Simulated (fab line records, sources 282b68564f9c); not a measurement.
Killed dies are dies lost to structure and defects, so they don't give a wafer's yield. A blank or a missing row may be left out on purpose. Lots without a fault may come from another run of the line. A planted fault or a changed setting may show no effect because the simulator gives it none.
fab line records | flow rit_cmos | part 1 of 2: steps 1 to 30 of 43
record lots=5 wafers=15 last_day=7
route steps=202 shown PSD@149 SDANNEAL@153 NSD@158 PLDD@159 NLDD@160 SILICIDE@161 CONTACT@168 M1@184
lots that met no fault: from a run of the same line without faults
start_h: hours from the record's first day to the start of the lot's first wafer shown | wait_h: hours since the lot's step before | " the same as in the row above | L1.1+2: a row that stands for several wafers | - no value, or no start given | * or withheld: withheld | < > ~ a bound
route shown NAME@n: a module of which the file shows steps, and the number in the route of the first | usual: mean/standard deviation of fault-free wafers | same: alike in all rows | chamber/n: place in a boat | sites: the reading at each site | _std_site: their standard deviation | _edge_site: outer sites' mean less inner sites' | radius_mm: how far each site lies from the wafer's centre | mask NAME#n: copy n | behind: the tool/chamber that last shaped the wafer | hold: why the lot was held/for how many hours/how that ended | device: the transistor (n, p or np) that didn't switch | end of line: the same wafers' tests at the end of the route | a step without rows: its recipe alone | killed: dies lost to structure and defects at the first sort, not the wafer's yield | map: a wafer's dies, x killed, . not, _ none there
set.NAME: the setting as run; set.NAME@STEP: as run at that earlier step | model.NAME: the simulator's own value behind a step, which no gauge read
lots at some steps of the route; a table a step, a row a wafer
services: from which hour (start_h, from the record's first day; less than 0 if before it) a tool's chamber was out of use, for how many hours, and why
## steps
# step RIT_PSD_HARDBAKE_07
# recipe resist=NOVOLAK temp_c=140 time_s=60
# columns lot.wafer tool chamber start_h wait_h
L078.3+4+6 litho_track-03 0 70.33 0.1
L079.1+3+4 litho_track-02 0 73.93 0.0
L093.1+3+4 litho_track-03 0 144.76 0.0
L094.3+4+5 litho_track-04 0 149.93 0.1
L097.4+5+6 litho_track-03 0 162.85 0.1
# step RIT_PSD_IMPLANT_08
# recipe species=BF2 energy_kev=27 dose_cm2=4.953e+15 tilt_deg=7
# columns lot.wafer tool chamber start_h wait_h
L078.3+4+6 implanter-03 0 70.48 0.1
L079.1+3+4 implanter-03 0 74.08 0.1
L093.1+3+4 implanter-03 0 144.91 0.1
L094.3+4+5 implanter-01 0 150.08 0.1
L097.4+5+6 implanter-02 0 163.00 0.1
# step RIT_PSD_STRIP_09
# recipe chemistry=O2 time_s=180 resist=NOVOLAK platen_temp_c=withheld power_w=500 pressure_mtorr=4000 o2_flow_sccm=4000
# usual drypump_motor_current_A=5.6/0.47
# columns lot.wafer tool chamber start_h wait_h drypump_motor_current_A rf_hours_counter_h
L078.3 plasma_asher-02 0 70.64 0.1 5.5 -
L078.4 " 1 " " 5.9 -
L078.6 " 0 " " 5.5 -
L079.1 plasma_asher-01 1 74.23 0.1 5.6 44
L079.3 " 1 " " 5.7 -
L079.4 " 0 " " 5.7 -
L093.1 plasma_asher-01 0 145.06 0.1 5.7 3
L093.3 " 1 " " 5.7 -
L093.4 " 0 " " 5.7 -
L094.3 plasma_asher-03 0 150.24 0.1 4.7 -
L094.4 " 1 " " 6.1 -
L094.5 " 1 " " 6.2 -
L097.4 plasma_asher-01 0 163.13 0.1 5.7 -
L097.5 " 0 " " 5.7 -
L097.6 " 1 " " 5.7 -
# step RIT_PSD_TW_MEAS_10
# usual PSD_TW=3437/20
# columns lot.wafer tool chamber start_h wait_h PSD_TW
L078.3 film_metro-03 - 70.77 0.1 3461
L078.4 " - " " 3447
L078.6 " - " " 3446
L079.1 film_metro-03 - 74.41 0.1 3438
L079.3 " - " " 3430
L079.4 " - " " 3434
L093.1 film_metro-02 - 145.23 0.1 3467
L093.3 " - " " 3453
L093.4 " - " " 3444
L094.3 film_metro-02 - 150.38 0.1 3463
L094.4 " - " " 3457
L094.5 " - " " 3462
L097.4 film_metro-02 - 163.28 0.1 3441
L097.5 " - " " 3452
L097.6 " - " " 3450
# step RIT_SDANNEAL_CLEAN_00
# recipe chemistry=SC1 mix=3:3:50 time_s=600 temp_c=75
# columns lot.wafer tool chamber start_h wait_h
L078.3+4+6 wet_bench-03 2 70.81 0.0
L079.1+3+4 wet_bench-01 1 74.47 0.1
L093.1+3+4 wet_bench-04 1 145.29 0.1
L094.3+4+5 wet_bench-04 0 150.42 0.0
L097.4+5+6 wet_bench-04 3 163.31 0.0
# step RIT_SDANNEAL_CLEAN_01
# recipe chemistry=dHF dilution=50:1 time_s=30
# columns lot.wafer tool chamber start_h wait_h
L078.3+4+6 wet_bench-01 3 70.99 0.0
L079.1+3+4 wet_bench-03 1 74.64 0.0
L093.1+3+4 wet_bench-04 3 145.47 0.0
L094.3+4+5 wet_bench-01 3 150.59 0.0
L097.4+5+6 wet_bench-04 0 163.48 0.0
# step RIT_SDANNEAL_CLEAN_02
# recipe chemistry=SC2 mix=3:3:50 time_s=600 temp_c=75 dry=n2_spin
# columns lot.wafer tool chamber start_h wait_h
L078.3+4+6 wet_bench-03 1 71.00 0.0
L079.1+3+4 wet_bench-01 3 74.66 0.0
L093.1+3+4 wet_bench-04 1 145.49 0.0
L094.3+4+5 wet_bench-04 2 150.61 0.0
L097.4+5+6 wet_bench-04 0 163.50 0.0
# step RIT_SDANNEAL_RTA_03
# recipe temp_c=1050 time_s=5 idle_temp_c=600 ramp_up_c_per_s=342 ramp_down_c_per_s=171 cool_to_c=600 ambient=N2
# usual wafer_temp_C_max=1053.5/1.3
# columns lot.wafer tool chamber start_h wait_h wafer_temp_C_max
L078.3 rtp_anneal-02 0 71.20 0.0 1056.4
L078.4 " 0 " " 1054.8
L078.6 " 0 " " 1051.7
L079.1 rtp_anneal-01 0 74.84 0.0 1053.9
L079.3 " 0 " " 1051.6
L079.4 " 0 " " 1051.8
L093.1 rtp_anneal-01 0 145.66 0.0 1054.0
L093.3 " 0 " " 1054.3
L093.4 " 0 " " 1055.1
L094.3 rtp_anneal-02 0 150.81 0.0 1055.6
L094.4 " 0 " " 1054.6
L094.5 " 0 " " 1055.9
L097.4 rtp_anneal-01 0 163.70 0.0 1055.7
L097.5 " 0 " " 1054.6
L097.6 " 0 " " 1053.9
# step RIT_SDANNEAL_RS_MEAS_04
# recipe thk_meas_gauge=four-point-probe
# usual PSD_RS=116.07/0.27
# columns lot.wafer tool chamber start_h wait_h PSD_RS[ohm/sq]
L078.3 film_metro-02 - 71.28 0.1 116.49
L078.4 " - " " 116.16
L078.6 " - " " 115.87
L079.1 film_metro-01 - 74.89 0.0 115.94
L079.3 " - " " 115.99
L079.4 " - " " 115.85
L093.1 film_metro-01 - 145.72 0.0 115.68
L093.3 " - " " 115.64
L093.4 " - " " 115.60
L094.3 film_metro-03 - 150.89 0.1 115.76
L094.4 " - " " 116.06
L094.5 " - " " 115.84
L097.4 film_metro-02 - 163.79 0.1 116.30
L097.5 " - " " 116.76
L097.6 " - " " 116.31
# step RIT_SDANNEAL_RS_MEAS_05
# recipe thk_meas_gauge=four-point-probe
# usual NSD_RS=84.56/0.26
# columns lot.wafer tool chamber start_h wait_h NSD_RS[ohm/sq]
L078.3 film_metro-02 - 71.40 0.1 84.35
L078.4 " - " " 84.09
L078.6 " - " " 84.22
L079.1 film_metro-01 - 75.01 0.1 84.45
L079.3 " - " " 84.56
L079.4 " - " " 84.50
L093.1 film_metro-01 - 145.84 0.1 84.85
L093.3 " - " " 84.73
L093.4 " - " " 84.66
L094.3 film_metro-03 - 151.01 0.1 84.51
L094.4 " - " " 84.88
L094.5 " - " " 84.52
L097.4 film_metro-02 - 163.91 0.1 84.46
L097.5 " - " " 84.99
L097.6 " - " " 84.79
# step RIT_SDANNEAL_RS_MEAS_06
# recipe thk_meas_gauge=four-point-probe
# usual PLDD_RS=178.6/0.44
# columns lot.wafer tool chamber start_h wait_h PLDD_RS[ohm/sq]
L078.3 film_metro-02 - 71.52 0.1 179.2
L078.4 " - " " 179.0
L078.6 " - " " 179.2
L079.1 film_metro-01 - 75.13 0.1 179.0
L079.3 " - " " 178.9
L079.4 " - " " 179.2
L093.1 film_metro-01 - 145.96 0.1 178.2
L093.3 " - " " 178.3
L093.4 " - " " 178.4
L094.3 film_metro-03 - 151.13 0.1 178.4
L094.4 " - " " 179.2
L094.5 " - " " 178.1
L097.4 film_metro-02 - 164.03 0.1 179.1
L097.5 " - " " 179.9
L097.6 " - " " 179.4
# step RIT_SDANNEAL_RS_MEAS_07
# recipe thk_meas_gauge=four-point-probe
# usual NLDD_RS=151.6/0.5
# columns lot.wafer tool chamber start_h wait_h NLDD_RS[ohm/sq]
L078.3 film_metro-02 - 71.64 0.1 151.9
L078.4 " - " " 151.2
L078.6 " - " " 151.3
L079.1 film_metro-01 - 75.25 0.1 151.9
L079.3 " - " " 151.5
L079.4 " - " " 151.2
L093.1 film_metro-01 - 146.08 0.1 151.0
L093.3 " - " " 150.5
L093.4 " - " " 151.4
L094.3 film_metro-03 - 151.25 0.1 152.3
L094.4 " - " " 152.1
L094.5 " - " " 152.2
L097.4 film_metro-02 - 164.15 0.1 150.9
L097.5 " - " " 151.9
L097.6 " - " " 151.4
# step RIT_SILICIDE_WET_ETCH_00
# recipe chemistry=BOE target=SiO2 target_depth_nm=14 time_s=15 dry=n2_spin dilution=10:1 temp_c=21.5
# columns lot.wafer tool chamber start_h wait_h
L078.3+4+6 wet_bench-03 2 71.72 0.1
L079.1+3+4 wet_bench-02 3 75.37 0.1
L093.1+3+4 wet_bench-02 1 146.20 0.1
L094.3+4+5 wet_bench-02 3 151.33 0.1
L097.4+5+6 wet_bench-03 1 164.21 0.0
# step RIT_SILICIDE_SPUTTER_01
# recipe material=Ti target_thk_nm=30 power_w=363.2 chamber_pressure_pa=0.667 gas=Ar time_s=240 substrate_temp_c=25
# usual chamber_pressure_pa=0.6668/0.0013 throttle_valve_pct=29.6/1.1
# columns lot.wafer tool chamber start_h wait_h chamber_pressure_pa throttle_valve_pct
L078.3 pvd_sputter-01 - 71.73 0.0 0.6665 27.6
L078.4 " - " " 0.6651 29.5
L078.6 " - " " 0.6671 29.8
L079.1 pvd_sputter-04 - 75.39 0.0 0.6660 30.1
L079.3 " - " " 0.6682 30.3
L079.4 " - " " 0.6670 31.1
L093.1 pvd_sputter-01 - 146.21 0.0 0.6663 29.5
L093.3 " - " " 0.6655 30.7
L093.4 " - " " 0.6656 27.8
L094.3 pvd_sputter-04 - 151.34 0.0 0.6665 27.8
L094.4 " - " " 0.6664 30.2
L094.5 " - " " 0.6673 30.2
L097.4 pvd_sputter-01 - 164.24 0.0 0.6677 29.2
L097.5 " - " " 0.6671 30.5
L097.6 " - " " 0.6680 29.2
# step RIT_SILICIDE_RS_MEAS_02
# recipe thk_meas_gauge=four-point-probe reads=Ti_of_SILICIDE_SPUTTER_01
# usual SILICIDE_TI_RS=45.9/0.78
# columns lot.wafer tool chamber start_h wait_h SILICIDE_TI_RS[ohm/sq]
L078.3 film_metro-04 - 71.92 0.1 45.7
L078.4 " - " " 46.4
L078.6 " - " " 46.1
L079.1 film_metro-03 - 75.54 0.1 47.4
L079.3 " - " " 46.1
L079.4 " - " " 46.8
L093.1 film_metro-04 - 146.36 0.1 46.2
L093.3 " - " " 45.9
L093.4 " - " " 45.3
L094.3 film_metro-01 - 151.53 0.1 46.8
L094.4 " - " " 46.6
L094.5 " - " " 46.2
L097.4 film_metro-04 - 164.45 0.1 46.1
L097.5 " - " " 45.9
L097.6 " - " " 46.9
# step RIT_SILICIDE_THK_MEAS_03
# recipe thk_meas_gauge=xrf reads=Ti_of_SILICIDE_SPUTTER_01
# usual SILICIDE_TI_THK=31.5/0.48
# columns lot.wafer tool chamber start_h wait_h SILICIDE_TI_THK[nm]
L078.3 film_metro-04 - 72.02 0.1 31.4
L078.4 " - " " 31.1
L078.6 " - " " 31.3
L079.1 film_metro-03 - 75.66 0.1 30.4
L079.3 " - " " 31.2
L079.4 " - " " 30.8
L093.1 film_metro-04 - 146.48 0.1 31.2
L093.3 " - " " 31.5
L093.4 " - " " 31.7
L094.3 film_metro-01 - 151.63 0.1 31.2
L094.4 " - " " 31.3
L094.5 " - " " 31.4
L097.4 film_metro-04 - 164.54 0.1 31.2
L097.5 " - " " 31.4
L097.6 " - " " 31.0
# step RIT_SILICIDE_RTA_04
# recipe temp_c=650 time_s=10 idle_temp_c=25 ramp_up_s=5 ramp_down_s=5 cool_to_c=25 ambient=N2
# usual wafer_temp_C_max=653.0/0.68
# columns lot.wafer tool chamber start_h wait_h wafer_temp_C_max
L078.3 rtp_anneal-01 0 72.08 0.1 653.2
L078.4 " 0 " " 652.9
L078.6 " 0 " " 653.9
L079.1 rtp_anneal-02 0 75.72 0.1 651.8
L079.3 " 0 " " 652.3
L079.4 " 0 " " 652.6
L093.1 rtp_anneal-01 0 146.54 0.1 653.0
L093.3 " 0 " " 653.6
L093.4 " 0 " " 654.6
L094.3 rtp_anneal-01 0 151.69 0.1 654.3
L094.4 " 0 " " 652.8
L094.5 " 0 " " 652.0
L097.4 rtp_anneal-02 0 164.60 0.1 652.5
L097.5 " 0 " " 653.4
L097.6 " 0 " " 653.1
# step RIT_SILICIDE_WET_ETCH_05
# recipe chemistry=SPM target=Ti temp_c=90 time_s=120 dry=n2_spin
# columns lot.wafer tool chamber start_h wait_h
L078.3+4+6 wet_bench-02 2 72.13 0.0
L079.1+3+4 wet_bench-03 2 75.78 0.1
L093.1+3+4 wet_bench-04 1 146.61 0.1
L094.3+4+5 wet_bench-04 1 151.74 0.0
L097.4+5+6 wet_bench-03 3 164.64 0.0
# step RIT_SILICIDE_RTA_06
# recipe temp_c=750 time_s=10 idle_temp_c=25 ramp_up_s=5 ramp_down_s=10 cool_to_c=25 ambient=N2
# usual wafer_temp_C_max=753.5/0.87
# columns lot.wafer tool chamber start_h wait_h wafer_temp_C_max
L078.3 rtp_anneal-02 0 72.19 0.0 752.8
L078.4 " 0 " " 753.5
L078.6 " 0 " " 753.7
L079.1 rtp_anneal-01 0 75.82 0.0 755.1
L079.3 " 0 " " 754.7
L079.4 " 0 " " 754.1
L093.1 rtp_anneal-01 0 146.65 0.0 753.5
L093.3 " 0 " " 753.3
L093.4 " 0 " " 754.9
L094.3 rtp_anneal-02 0 151.80 0.0 753.7
L094.4 " 0 " " 753.2
L094.5 " 0 " " 753.5
L097.4 rtp_anneal-01 0 164.76 0.0 754.3
L097.5 " 0 " " 753.4
L097.6 " 0 " " 753.0
# step RIT_CONTACT_CVD_00
# recipe material=SiO2 target_thk_nm=400 precursor=TEOS temp_c=390 time_s=61 rf_w=400
# usual heater_power_w=309/41 susceptor_temp_C=390.01/0.21
# columns lot.wafer tool chamber start_h wait_h heater_power_w susceptor_temp_C
L078.3 pecvd-04 0 72.24 0.0 313 390.16
L078.4 " 1 " " 338 390.05
L078.6 " 0 " " 319 389.91
L079.1 pecvd-03 2 75.89 0.1 336 389.73
L079.3 " 0 " " 242 390.06
L079.4 " 2 " " 338 390.05
L093.1 pecvd-04 2 146.72 0.1 296 390.33
L093.3 " 1 " " 321 390.12
L093.4 " 2 " " 308 390.36
L094.3 pecvd-03 0 151.84 0.0 309 390.01
L094.4 " 0 " " 313 389.83
L094.5 " 1 " " 224 389.67
L097.4 pecvd-03 1 164.82 0.0 262 389.82
L097.5 " 0 " " 294 389.89
L097.6 " 2 " " 337 390.02
# step RIT_CONTACT_THK_MEAS_01
# recipe reads=SiO2_of_CONTACT_CVD_00
# usual CONTACT_TEOS_THK=400/5.8
# columns lot.wafer tool chamber start_h wait_h CONTACT_TEOS_THK[nm]
L078.3 film_metro-04 - 72.31 0.0 408
L078.4 " - " " 406
L078.6 " - " " 413
L079.1 film_metro-02 - 75.94 0.0 395
L079.3 " - " " 386
L079.4 " - " " 399
L093.1 film_metro-03 - 146.77 0.0 398
L093.3 " - " " 401
L093.4 " - " " 405
L094.3 film_metro-03 - 151.91 0.0 390
L094.4 " - " " 404
L094.5 " - " " 392
L097.4 film_metro-03 - 164.88 0.0 393
L097.5 " - " " 400
L097.6 " - " " 399
# step RIT_CONTACT_HMDS_02
# recipe prime_time_s=60 prime_temp_c=140
# columns lot.wafer tool chamber start_h wait_h
L078.3+4+6 litho_track-04 0 72.40 0.1
L079.1+3+4 litho_track-01 0 76.00 0.1
L093.1+3+4 litho_track-03 0 146.83 0.1
L094.3+4+5 litho_track-04 0 152.00 0.1
L097.4+5+6 litho_track-04 0 164.98 0.1
# step RIT_CONTACT_COAT_03
# recipe resist=NOVOLAK spin_rpm=3250 resist_thk_nm=1000
# columns lot.wafer tool chamber start_h wait_h
L078.3+4+6 litho_track-04 0 72.55 0.1
L079.1+3+4 litho_track-01 0 76.15 0.1
L093.1+3+4 litho_track-03 0 146.98 0.1
L094.3+4+5 litho_track-04 0 152.15 0.1
L097.4+5+6 litho_track-04 0 165.13 0.1
# step RIT_CONTACT_SOFTBAKE_04
# recipe resist=NOVOLAK temp_c=90 time_s=60
# columns lot.wafer tool chamber start_h wait_h
L078.3+4+6 litho_track-04 0 72.70 0.1
L079.1+3+4 litho_track-01 0 76.30 0.1
L093.1+3+4 litho_track-03 0 147.13 0.1
L094.3+4+5 litho_track-04 0 152.30 0.1
L097.4+5+6 litho_track-04 0 165.28 0.1
# step RIT_CONTACT_EXPOSE_05
# recipe mask_id=M11 na=0.6 source_shape=conventional sigma_outer=0.5 target_cd_nm=1000 dose_mj=250
# usual stage_vel_mm_s=500.06/0.24
# columns lot.wafer tool chamber start_h wait_h mask stage_vel_mm_s
L078.3 iline_stepper-02 0 72.96 0.2 M11#0 500.16
L078.4 " 0 " " M11#0 500.32
L078.6 " 0 " " M11#0 500.05
L079.1 iline_stepper-01 0 76.58 0.2 M11#0 500.28
L079.3 " 0 " " M11#0 500.24
L079.4 " 0 " " M11#0 499.87
L093.1 iline_stepper-01 0 147.28 0.1 M11#0 499.60
L093.3 " 0 " " M11#0 499.57
L093.4 " 0 " " M11#0 499.57
L094.3 iline_stepper-02 0 152.57 0.2 M11#0 500.49
L094.4 " 0 " " M11#0 500.36
L094.5 " 0 " " M11#0 500.27
L097.4 iline_stepper-02 0 165.41 0.1 M11#0 500.33
L097.5 " 0 " " M11#0 500.01
L097.6 " 0 " " M11#0 500.11
# step RIT_CONTACT_PEB_06
# recipe resist=NOVOLAK temp_c=withheld time_s=withheld
# columns lot.wafer tool chamber start_h wait_h
L078.3+4+6 litho_track-01 0 73.09 0.1
L079.1+3+4 litho_track-01 0 76.70 0.1
L093.1+3+4 litho_track-04 0 147.39 0.1
L094.3+4+5 litho_track-01 0 152.70 0.1
L097.4+5+6 litho_track-03 0 165.55 0.1
# step RIT_CONTACT_DEVELOP_07
# recipe resist=NOVOLAK develop_time_s=120 dev_temp_c=23
# usual developer_temp_C=23.01/0.098
# columns lot.wafer tool chamber start_h wait_h developer_temp_C
L078.3 litho_track-01 0 - - 23.06
L078.4 " 0 " " 23.07
L078.6 " 0 " " 23.07
L079.1 litho_track-01 0 - - 23.13
L079.3 " 0 " " 23.12
L079.4 " 0 " " 23.20
L093.1 litho_track-04 0 - - 22.90
L093.3 " 0 " " 23.01
L093.4 " 0 " " 22.86
L094.3 litho_track-01 0 - - 22.98
L094.4 " 0 " " 22.93
L094.5 " 0 " " 23.01
L097.4 litho_track-03 0 - - 22.95
L097.5 " 0 " " 22.83
L097.6 " 0 " " 22.95
# step RIT_CONTACT_CD_MEAS_08
# recipe target_cd_nm=1000
# usual cd_nm=1000.8/2
# columns lot.wafer tool chamber start_h wait_h cd_nm
L078.3 cd_sem-01 - 73.48 - 1000.3
L078.4 " - " " 999.8
L078.6 " - " " 1001.0
L079.1 cd_sem-02 - 77.10 - 1004.4
L079.3 " - " " 1004.1
L079.4 " - " " 1002.0
L093.1 cd_sem-02 - 147.79 - 998.1
L093.3 " - " " 995.4
L093.4 " - " " 996.5
L094.3 cd_sem-02 - 153.09 - 1005.2
L094.4 " - " " 1001.9
L094.5 " - " " 1003.5
L097.4 cd_sem-02 - 165.93 - 1000.6
L097.5 " - " " 1000.0
L097.6 " - " " 1000.3
# step RIT_CONTACT_OVL_MEAS_09
# usual CONTACT_OVL=0.1/1.4
# columns lot.wafer tool chamber start_h wait_h CONTACT_OVL[nm]
L078.3 overlay-01 - 73.57 0.1 0.0
L078.4 " - " " -0.9
L078.6 " - " " -0.4
L079.1 overlay-02 - 77.22 0.1 0.5
L079.3 " - " " -0.5
L079.4 " - " " -0.1
L093.1 overlay-02 - 147.91 0.1 -2.1
L093.3 " - " " -0.9
L093.4 " - " " -1.0
L094.3 overlay-02 - 153.18 0.1 -2.4
L094.4 " - " " -2.6
L094.5 " - " " -2.4
L097.4 overlay-02 - 166.01 0.1 -0.8
L097.5 " - " " -1.7
L097.6 " - " " -1.1
# step RIT_CONTACT_HARDBAKE_10
# recipe resist=NOVOLAK temp_c=140 time_s=60
# columns lot.wafer tool chamber start_h wait_h
L078.3+4+6 litho_track-03 0 73.65 0.1
L079.1+3+4 litho_track-04 0 77.26 0.0
L093.1+3+4 litho_track-03 0 147.95 0.0
L094.3+4+5 litho_track-03 0 153.25 0.1
L097.4+5+6 litho_track-04 0 166.10 0.1
